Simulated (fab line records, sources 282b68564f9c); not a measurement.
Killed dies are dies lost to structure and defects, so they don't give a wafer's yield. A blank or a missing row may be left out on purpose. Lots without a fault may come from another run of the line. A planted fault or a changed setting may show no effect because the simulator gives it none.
Which tool did it? | flow rit_cmos | 14 lots, 42 wafers sampled, at 4 steps of a route of 202

WHAT THE GAUGES READ, wafer by wafer
RIT_ACTIVE_BOW_MEAS_00. Usual: INCOMING_BOW 0 um, standard deviation 7.2.
lot  | measured    | on            | INCOMING_BOW (um) | flag
L103 | day 1 15:00 | film_metro-03 | 13 0 0            |
L105 | day 2 01:01 | film_metro-02 | 8 -4 0            |
L106 | day 2 06:01 | film_metro-03 | -3 4 1            |
L110 | day 3 02:01 | film_metro-01 | -1 16 -14         |
L111 | day 3 07:02 | film_metro-01 | 2 -5 -4           |
L112 | day 3 12:00 | film_metro-02 | -3 -13 -12        |
L113 | day 3 17:01 | film_metro-03 | 1 -2 -12          |
L117 | day 4 13:00 | film_metro-02 | -5 5 7            |
L118 | day 4 18:01 | film_metro-02 | -6 -7 -11         |
L119 | day 4 23:02 | film_metro-02 | -5 5 1            |
L120 | day 5 04:00 | film_metro-01 | -6 6 -5           |
L122 | day 5 14:01 | film_metro-03 | -13 3 -1          |
L123 | day 5 19:00 | film_metro-02 | 9 -21 9           |
L125 | day 6 05:00 | film_metro-02 | -2 -3 8           |

RIT_PWELL_OVL_MEAS_06. Usual: PWELL_OVL 0.5 nm, standard deviation 1.1.
lot  | measured    | on         | PWELL_OVL (nm) | flag
L103 | day 2 08:02 | overlay-01 | 1.1 0.1 2.0    |
L105 | day 2 13:38 | overlay-02 | -1.5 0.5 0.3   |
L106 | day 2 22:10 | overlay-01 | 1.0 2.5 0.9    |
L110 | day 3 21:13 | overlay-01 | - - -          | OFF
L111 | day 3 20:55 | overlay-02 | - - -          | OFF
L112 | day 4 04:46 | overlay-01 | -0.2 0.5 -0.8  |
L113 | day 4 10:17 | overlay-02 | 0.1 -0.8 -0.1  |
L117 | day 5 04:22 | overlay-01 | 0.2 1.3 -0.4   |
L118 | day 5 07:20 | overlay-01 | -0.1 -2.5 -0.8 |
L119 | day 5 14:59 | overlay-01 | 0.5 0.3 1.8    |
L120 | day 5 20:25 | overlay-02 | 0.1 -0.6 -0.3  |
L122 | day 6 06:42 | overlay-01 | 0.9 1.7 0.4    |
L123 | day 6 10:32 | overlay-02 | 0.2 -0.9 -1.0  |
L125 | day 6 17:40 | overlay-02 | 0.4 0.5 0.7    |

RIT_FOX2_THK_MEAS_91. Usual: FIELD_OXIDE_LEFT_2_THK 254 nm, standard deviation 6.6.
lot  | measured    | on            | FIELD_OXIDE_LEFT_2_THK (nm) | flag
L103 | day 2 17:53 | film_metro-02 | 248 248 244                 |
L105 | day 3 01:14 | film_metro-04 | 249 249 252                 |
L106 | day 3 10:13 | film_metro-04 | 265 260 264                 |
L110 | day 4 07:17 | film_metro-04 | 247 252 248                 |
L111 | day 4 07:04 | film_metro-04 | 251 251 243                 |
L112 | day 4 15:18 | film_metro-02 | 264 260 264                 |
L113 | day 4 21:06 | film_metro-01 | 253 254 260                 |
L117 | day 5 14:29 | film_metro-01 | 253 253 258                 |
L118 | day 5 17:09 | film_metro-04 | 260 263 265                 |
L119 | day 6 00:57 | film_metro-02 | 255 258 259                 |
L120 | day 6 07:14 | film_metro-04 | 260 258 255                 |
L122 | day 6 16:31 | film_metro-01 | 254 253 257                 |
L123 | day 6 21:45 | film_metro-01 | 245 245 246                 |
L125 | day 7 03:46 | film_metro-02 | 238 236 237                 |

WHICH TOOL RAN EACH LOT (tool, then ch and the chambers of the sampled wafers, then the start)
lot  | RIT_PWELL_DEVELOP_05
L103 | litho_track-02 ch 0, day 2 07:00
L105 | litho_track-02 ch 0, day 2 13:00
L106 | litho_track-03 ch 0, day 2 22:00
L110 | litho_track-02, day 3 21:00
L111 | litho_track-02, day 3 20:00
L112 | litho_track-02 ch 0, day 4 04:00
L113 | litho_track-02 ch 0, day 4 10:00
L117 | litho_track-01 ch 0, day 5 04:00
L118 | litho_track-03 ch 0, day 5 07:00
L119 | litho_track-01 ch 0, day 5 14:00
L120 | litho_track-03 ch 0, day 5 20:00
L122 | litho_track-03 ch 0, day 6 06:00
L123 | litho_track-01 ch 0, day 6 10:00
L125 | litho_track-02 ch 0, day 6 17:00
- RIT_PWELL_DEVELOP_05: develop time 68 s.

WHAT THE TOOLS THEMSELVES READ (means of the sampled wafers that have a number; where no wafer has one, the mark that the record gives instead)
RIT_PWELL_DEVELOP_05. Usual: chill_plate_temp_C 23.00 C, standard deviation 0.11.
lot  | tool           | chill_plate_temp_C (C) | flag
L103 | litho_track-02 | 22.97                  |
L105 | litho_track-02 | 22.95                  |
L106 | litho_track-03 | 23.08                  |
L110 | litho_track-02 | -                      | OFF
L111 | litho_track-02 | -                      | OFF
L112 | litho_track-02 | 23.08                  |
L113 | litho_track-02 | 22.99                  |
L117 | litho_track-01 | 23.04                  |
L118 | litho_track-03 | 22.96                  |
L119 | litho_track-01 | 22.93                  |
L120 | litho_track-03 | 22.85                  |
L122 | litho_track-03 | 23.02                  |
L123 | litho_track-01 | 23.20                  |
L125 | litho_track-02 | 23.00                  |

THE ANSWER, worked out from the rows above alone
Rule: a lot is off if the mean of its wafers that have a number lies more than 3 standard deviations from the usual mean. A lot without any number at a reading at which 4 lots or more have one is off too. The other lots that the step has rows for count as sound. The gauges are gone through in route order, then the tools' own readings, and for those a lot's mean is taken as printed above. The first step at which some lot is off is used, and at that step the reading that is off furthest; a lot without a number counts as furthest.
Off: L110, L111, at RIT_PWELL_OVL_MEAS_06 (PWELL_OVL). Without a number there: L110, L111.
A tool fits if, at a process step before that reading, it ran every lot that is off, and no sound lot after the first of them. The gauges at RIT_PWELL_OVL_MEAS_06 aren't tried: what is off there is off at RIT_PWELL_DEVELOP_05 too, on other tools, and a gauge's error can't cause that. None of those tried fits.

WHAT THE SIMULATOR HAD PUT IN
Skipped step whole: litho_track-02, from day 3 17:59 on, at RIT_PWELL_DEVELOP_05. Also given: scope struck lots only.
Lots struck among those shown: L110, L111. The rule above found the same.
